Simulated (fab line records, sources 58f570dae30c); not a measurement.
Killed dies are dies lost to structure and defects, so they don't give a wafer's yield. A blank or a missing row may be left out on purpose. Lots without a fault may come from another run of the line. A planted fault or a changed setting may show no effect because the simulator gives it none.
Which tool did it? | flow berkeley_cmos170 | 15 lots, 45 wafers sampled, at 3 steps of a route of 331

WHAT THE GAUGES READ, wafer by wafer
UCB170_NWELL_THK_MEAS_05. Usual: NWELL_NITRIDE_THK 222.7 nm, standard deviation 2.1.
lot  | measured    | on            | NWELL_NITRIDE_THK (nm) | flag
L955 | day 2 16:24 | film_metro-03 | 221.3 220.7 223.4      |
L956 | day 3 00:59 | film_metro-03 | 224.9 223.5 222.2      |
L958 | day 3 08:35 | film_metro-02 | 222.1 220.3 220.6      |
L959 | day 3 14:40 | film_metro-01 | 222.4 223.4 223.1      |
L961 | day 4 01:04 | film_metro-02 | 225.1 223.7 225.2      |
L963 | day 4 05:13 | film_metro-01 | 221.4 223.6 222.1      |
L965 | day 4 13:11 | film_metro-01 | 221.9 218.5 221.3      |
L967 | day 4 19:14 | film_metro-01 | 217.2 217.6 219.4      |
L969 | day 5 05:16 | film_metro-01 | 223.2 223.9 223.8      |
L968 | day 5 05:16 | film_metro-02 | 224.0 225.6 224.7      |
L972 | day 6 01:01 | film_metro-03 | 220.9 222.9 220.2      |
L973 | day 6 07:47 | film_metro-02 | 224.4 224.0 223.2      |
L975 | day 6 21:58 | film_metro-01 | 222.1 222.1 221.1      |
L977 | day 7 08:19 | film_metro-02 | 224.9 224.6 225.1      |
L978 | day 7 08:19 | film_metro-01 | 226.9 225.0 224.1      |

UCB170_PVT_OVL_MEAS_06. Usual: PVT_OVL -1 nm, standard deviation 5.2.
lot  | measured     | on         | PVT_OVL (nm) | flag
L955 | day 7 04:49  | overlay-02 | -2 -9 -6     |
L956 | day 7 04:29  | overlay-01 | 0 3 -4       |
L958 | day 7 14:48  | overlay-01 | -2 4 6       |
L959 | day 8 15:04  | overlay-01 | -4 -4 -7     |
L961 | day 8 15:59  | overlay-01 | -13 -7 -7    |
L963 | day 8 15:28  | overlay-01 | -4 -5 -6     |
L965 | day 9 09:29  | overlay-01 | 5 0 3        |
L967 | day 10 00:23 | overlay-02 | 2 -4 -1      |
L969 | day 10 01:13 | overlay-01 | 6 -4 6       |
L968 | day 10 00:56 | overlay-02 | -7 -10 -2    |
L972 | day 10 19:40 | overlay-01 | -3 0 -2      |
L973 | day 11 03:55 | overlay-02 | -1 -4 3      |
L975 | day 11 04:11 | overlay-02 | -2 6 -8      |
L977 | day 12 00:46 | overlay-01 | 5 5 0        |
L978 | day 12 00:29 | overlay-02 | -3 9 2       |

UCB170_FIELD_THK_MEAS_91. Usual: FIELD_OXIDE_LEFT_2_THK 348 nm, standard deviation 14.
lot  | measured     | on            | FIELD_OXIDE_LEFT_2_THK (nm) | flag
L955 | day 7 05:14  | film_metro-04 | 381 372 380                 |
L956 | day 7 04:53  | film_metro-03 | 363 364 363                 |
L958 | day 7 15:13  | film_metro-04 | 362 360 364                 |
L959 | day 8 15:28  | film_metro-04 | 339 333 340                 |
L961 | day 8 16:24  | film_metro-02 | 338 345 329                 |
L963 | day 8 15:52  | film_metro-03 | 341 350 345                 |
L965 | day 9 09:59  | film_metro-02 | 356 352 355                 |
L967 | day 10 00:47 | film_metro-02 | 341 339 336                 |
L969 | day 10 01:38 | film_metro-02 | 339 337 337                 |
L968 | day 10 01:29 | film_metro-04 | 335 345 337                 |
L972 | day 10 20:13 | film_metro-04 | 355 357 356                 |
L973 | day 11 04:23 | film_metro-03 | 333 341 338                 |
L975 | day 11 04:36 | film_metro-03 | 337 347 347                 |
L977 | day 12 01:10 | film_metro-04 | 357 363 364                 |
L978 | day 12 00:53 | film_metro-04 | 346 340 341                 |

WHICH TOOL RAN EACH LOT (tool, then ch and the chambers of the sampled wafers, then the start)
The record holds no process step before these readings.

WHAT THE TOOLS THEMSELVES READ (means of the sampled wafers that have a number; where no wafer has one, the mark that the record gives instead)
The record holds no such reading with a usual standard deviation.

THE ANSWER, worked out from the rows above alone
Rule: a lot is off if the mean of its wafers that have a number lies more than 3 standard deviations from the usual mean. A lot without any number at a reading at which 4 lots or more have one is off too. The other lots that the step has rows for count as sound. The gauges are gone through in route order, then the tools' own readings, and for those a lot's mean is taken as printed above. The first step at which some lot is off is used, and at that step the reading that is off furthest; a lot without a number counts as furthest.
No lot is off at any reading shown: from this, nothing can be told.

WHAT THE SIMULATOR HAD PUT IN
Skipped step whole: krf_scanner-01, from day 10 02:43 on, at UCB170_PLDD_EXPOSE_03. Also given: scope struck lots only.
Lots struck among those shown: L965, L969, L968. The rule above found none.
